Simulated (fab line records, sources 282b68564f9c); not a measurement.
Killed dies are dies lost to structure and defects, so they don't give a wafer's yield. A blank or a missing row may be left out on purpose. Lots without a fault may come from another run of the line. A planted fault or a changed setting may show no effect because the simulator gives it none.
Which tool did it? | flow rit_cmos | 14 lots, 42 wafers sampled, at 3 steps of a route of 202

WHAT THE GAUGES READ, wafer by wafer
RIT_SDANNEAL_RS_MEAS_04: measures by four-point-probe. Usual: PSD_RS 116.1 ohm/sq, standard deviation 0.3.
lot  | measured    | on            | PSD_RS (ohm/sq)   | flag
L280 | day 3 05:14 | film_metro-03 | 116.4 116.2 115.8 |
L281 | day 3 08:05 | film_metro-03 | 116.4 116.1 116.2 |
L282 | day 3 12:56 | film_metro-02 | 115.3 115.5 115.9 |
L283 | day 3 20:46 | film_metro-02 | 116.1 116.0 116.0 |
L284 | day 3 23:16 | film_metro-04 | 116.0 115.9 116.3 |
L285 | day 4 09:54 | film_metro-04 | 116.0 116.3 116.3 |
L287 | day 4 14:40 | film_metro-03 | 116.1 116.0 116.0 |
L290 | day 5 08:41 | film_metro-02 | 116.4 116.0 116.0 |
L292 | day 5 20:15 | film_metro-04 | 116.5 116.7 116.5 |
L293 | day 5 22:20 | film_metro-03 | 128.2 128.4 128.1 | OFF
L295 | day 6 04:58 | film_metro-02 | 127.8 128.2 128.2 | OFF
L296 | day 6 10:18 | film_metro-04 | 115.8 116.0 116.0 |
L298 | day 6 22:05 | film_metro-04 | 116.3 115.9 116.0 |
L302 | day 7 18:04 | film_metro-03 | 116.0 115.7 116.0 |

RIT_SDANNEAL_RS_MEAS_06: measures by four-point-probe. Usual: PLDD_RS 178.7 ohm/sq, standard deviation 0.54.
lot  | measured    | on            | PLDD_RS (ohm/sq)  | flag
L280 | day 3 05:28 | film_metro-03 | 178.9 178.6 178.3 |
L281 | day 3 08:19 | film_metro-03 | 179.5 179.2 179.0 |
L282 | day 3 13:10 | film_metro-02 | 178.1 178.6 178.3 |
L283 | day 3 21:00 | film_metro-02 | 178.6 178.3 178.4 |
L284 | day 3 23:31 | film_metro-04 | 179.2 179.8 179.3 |
L285 | day 4 10:08 | film_metro-04 | 178.5 179.0 178.5 |
L287 | day 4 14:55 | film_metro-03 | 177.8 177.7 178.1 |
L290 | day 5 08:56 | film_metro-02 | 178.2 178.0 178.2 |
L292 | day 5 20:29 | film_metro-04 | 179.2 179.2 179.4 |
L293 | day 5 22:34 | film_metro-03 | 190.7 191.2 191.4 | OFF
L295 | day 6 05:13 | film_metro-02 | 190.6 191.3 191.5 | OFF
L296 | day 6 10:32 | film_metro-04 | 178.5 178.8 178.0 |
L298 | day 6 22:20 | film_metro-04 | 178.4 178.1 178.4 |
L302 | day 7 18:19 | film_metro-03 | 178.7 178.5 178.9 |

WHICH TOOL RAN EACH LOT (tool, then ch and the chambers of the sampled wafers, then the start)
lot  | RIT_SDANNEAL_RTA_03
L280 | rtp_anneal-01 ch 0, day 3 05:10
L281 | rtp_anneal-02 ch 0, day 3 08:01
L282 | rtp_anneal-01 ch 0, day 3 12:49
L283 | rtp_anneal-02 ch 0, day 3 20:41
L284 | rtp_anneal-01 ch 0, day 3 23:09
L285 | rtp_anneal-02 ch 0, day 4 09:51
L287 | rtp_anneal-02 ch 0, day 4 14:35
L290 | rtp_anneal-01 ch 0, day 5 08:34
L292 | rtp_anneal-01 ch 0, day 5 20:08
L293 | rtp_anneal-02 ch 0, day 5 22:15
L295 | rtp_anneal-02 ch 0, day 6 04:55
L296 | rtp_anneal-01 ch 0, day 6 10:13
L298 | rtp_anneal-01 ch 0, day 6 22:01
L302 | rtp_anneal-01 ch 0, day 7 18:00
- RIT_SDANNEAL_RTA_03: time 5 s.

WHAT THE TOOLS THEMSELVES READ (means of the sampled wafers that have a number; where no wafer has one, the mark that the record gives instead)
RIT_SDANNEAL_RTA_03. Usual: wafer_temp_C_max 1053.5, standard deviation 1.2.
lot  | tool          | wafer_temp_C_max | flag
L280 | rtp_anneal-01 | 1054.5           |
L281 | rtp_anneal-02 | 1053.9           |
L282 | rtp_anneal-01 | 1053.2           |
L283 | rtp_anneal-02 | 1053.4           |
L284 | rtp_anneal-01 | 1054.4           |
L285 | rtp_anneal-02 | 1052.9           |
L287 | rtp_anneal-02 | 1053.9           |
L290 | rtp_anneal-01 | 1053.9           |
L292 | rtp_anneal-01 | 1054.4           |
L293 | rtp_anneal-02 | 1053.4           |
L295 | rtp_anneal-02 | 1052.9           |
L296 | rtp_anneal-01 | 1053.3           |
L298 | rtp_anneal-01 | 1054.5           |
L302 | rtp_anneal-01 | 1052.8           |

THE ANSWER, worked out from the rows above alone
Rule: a lot is off if the mean of its wafers that have a number lies more than 3 standard deviations from the usual mean. A lot without any number at a reading at which 4 lots or more have one is off too. The other lots that the step has rows for count as sound. The gauges are gone through in route order, then the tools' own readings, and for those a lot's mean is taken as printed above. The first step at which some lot is off is used, and at that step the reading that is off furthest; a lot without a number counts as furthest.
Off: L293, L295, at RIT_SDANNEAL_RS_MEAS_04 (PSD_RS).
A tool fits if, at a process step before that reading, it ran every lot that is off, and no sound lot after the first of them. The gauges at RIT_SDANNEAL_RS_MEAS_04 are tried like those tools. One fits: rtp_anneal-02 at RIT_SDANNEAL_RTA_03. Its last sound lot is L287 (day 4 14:35), its first lot that is off L293 (day 5 22:15): a fault that began between those two fits.

WHAT THE SIMULATOR HAD PUT IN
Process parameter drift: rtp_anneal-02, from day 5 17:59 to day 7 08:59, at RIT_SDANNEAL_RTA_03. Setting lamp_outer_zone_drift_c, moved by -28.
Lots struck among those shown: L293, L295. The rule above found the same.
